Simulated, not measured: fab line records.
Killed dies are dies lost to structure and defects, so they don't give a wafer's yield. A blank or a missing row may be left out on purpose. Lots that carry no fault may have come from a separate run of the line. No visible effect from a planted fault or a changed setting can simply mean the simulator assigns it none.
A struck lot beside a sound one | flow rit cmos | 15 out of 202 route steps
Sound: the wafers L501.2, L501.3, L501.4. Wafers L503.1, L503.2, L503.6 were the ones struck. The cause is named last.
For every step that has rows: the tool of each side, followed by ch and its chambers, followed by its first start. Under that, the readings that differ: sound wafers | struck wafers | difference of the means | sigmas: that difference in standard deviations of wafers without a fault.
alike: readings with means less than 2 such deviations apart, plus words and numbers identical on both sides. not compared: withheld readings, readings lacking a value on some wafer, bounds such as >300 that could conceal the same value, and numbers that have no deviation in the record and whose values overlap.
Wherever a step has rows on one side only, a row that says differs or no value, or a row with sigmas, the two part there. Numbers that have no deviation but don't overlap get no sigmas and don't part them. A reading that every wafer of one side lacks parts them only if that side has two wafers or more.

RIT_M1_RS_MEAS_01: measures by four-point-probe.
  struck on film metro-01, day 5 22:05; sound on film metro-02, day 5 14:24
  alike: M1_AL_RS
RIT_M1_THK_MEAS_02: measures by xrf.
  struck on film metro-01, day 5 22:13; sound on film metro-02, day 5 14:31
  alike: M1_AL_THK
then, 6 steps without rows for these wafers: RIT_M1_HMDS_03 (prime time 60 s); RIT_M1_COAT_04 (resist thk 1300 nm); RIT_M1_SOFTBAKE_05 (time 60 s); RIT_M1_EXPOSE_06 (exposes mask M12, target cd 2600 nm); RIT_M1_PEB_07; RIT_M1_DEVELOP_08 (develop time 68 s).
RIT_M1_CD_MEAS_09 targets a cd of 2600 nm.
  struck on cd sem-01, day 5 23:20; sound on cd sem-01, day 5 15:35
  alike: cd nm
RIT_M1_OVL_MEAS_10:
  struck on overlay-01, day 5 23:28; sound on overlay-02, day 5 15:41
  alike: M1_OVL
then, 1 step without rows for these wafers: RIT_M1_HARDBAKE_11 (time 120 s).
RIT_M1_METAL_ETCH_12: etches Al in Cl2/BCl3, stops on SiO2, time 165 s, target depth 600 nm.
  sound on rie metal-04 ch 0,1, day 5 16:16; struck on rie metal-03 ch 0,1, day 5 23:45
  alike: drypump motor current A, oes product au, throttle valve pct
  not compared: rf hours counter h
RIT_M1_STRIP_13: strips in nmp, time 600 s.
  sound on wet bench-03 ch 1, day 5 16:26; struck on wet bench-02 ch 1, day 5 23:55
  reading          | sound       | struck      | difference | sigmas
  run length s (s) | 626 626 626 | 568 568 568 | -58        | -14
RIT_M1_STRIP_14: strips in O2, time 180 s.
  sound on plasma asher-01 ch 0,1, day 5 16:36; struck on plasma asher-03 ch 0,1, day 6 00:06
  reading             | sound       | struck      | difference | sigmas
  rf refl power W (W) | 9.8 7.3 9.5 | 4.7 5.8 4.9 | -3.7       | -2
  alike: drypump motor current A, run length s
  not compared: rf hours counter h
RIT_M1_PROBE_99:
  struck on prober-01, day 6 05:19; sound on prober-01, day 5 19:01
  alike: killed at contacts, killed at front end, killed dies, killed on rim, killed open, killed short

== WHERE THEY PART ==
Last at RIT_M1_STRIP_14 as far as this record goes, first at RIT_M1_STRIP_13. Later steps at which nothing parts them and some readings are alike: RIT_M1_PROBE_99.

WHY: what had been put in by the simulator
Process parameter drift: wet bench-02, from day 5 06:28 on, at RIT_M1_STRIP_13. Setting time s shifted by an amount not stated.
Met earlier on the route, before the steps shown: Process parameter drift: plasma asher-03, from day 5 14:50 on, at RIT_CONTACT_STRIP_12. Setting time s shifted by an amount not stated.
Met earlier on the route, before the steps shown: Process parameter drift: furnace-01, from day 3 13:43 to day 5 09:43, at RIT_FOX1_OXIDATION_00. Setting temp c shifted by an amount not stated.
